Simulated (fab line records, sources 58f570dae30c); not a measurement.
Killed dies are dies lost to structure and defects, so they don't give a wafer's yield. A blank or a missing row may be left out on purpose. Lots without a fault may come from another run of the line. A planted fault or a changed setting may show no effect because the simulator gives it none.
Chamber matching | flow berkeley_cmos170 | UCB170_V1_CMP_02 on cmp-01: 4 sister chambers
The step polishes SiO2. 8 wafers are shown with their chamber, then 6 later ones without.

WAFERS WITH THEIR CHAMBER
wafer  | chamber | motor_current_A (A)
L348.2 | 1       | 15.5
L348.5 | 0       | 15.1
L348.6 | 3       | 15.2
L352.2 | 0       | 14.7
L352.3 | 2       | 16.4
L352.6 | 3       | 14.8
L355.2 | 1       | 15.9
L355.3 | 2       | 15.0

WAFERS WITHOUT THEIR CHAMBER
wafer  | motor_current_A (A)
L355.4 | 15.0
L359.6 | 15.6
L363.4 | 16.0
L364.2 | 16.2
L364.4 | 16.2
L364.5 | 14.7

WHICH CHAMBER EACH WENT THROUGH
wafer  | from the rows above               | in truth
L355.4 | can't be placed: 3 or 0 or 1 or 2 | 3
L359.6 | can't be placed: 1 or 2 or 3 or 0 | 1
L363.4 | can't be placed: 1 or 2 or 3 or 0 | 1
L364.2 | can't be placed: 1 or 2 or 3 or 0 | 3
L364.4 | can't be placed: 1 or 2 or 3 or 0 | 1
L364.5 | can't be placed: 0 or 3 or 1 or 2 | 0
Placed correctly: 0 of 6. Can't be placed from these rows: 6 (the true chamber is among the candidates in 6). Placed wrongly: 0.
How it was worked out, from the rows above alone: a wafer's distance from a chamber is the root of the sum, over the readings, of the square of ((its reading less the chamber's mean) divided by the reading's scatter). The wafer belongs to the nearest chamber; if the next one is less than 2 further off, it can't be placed. A chamber's mean is the mean of its shown wafers. The scatter: the root of (the sum of the squares of (reading less its chamber's mean) over the shown wafers, divided by (wafers less chambers)).
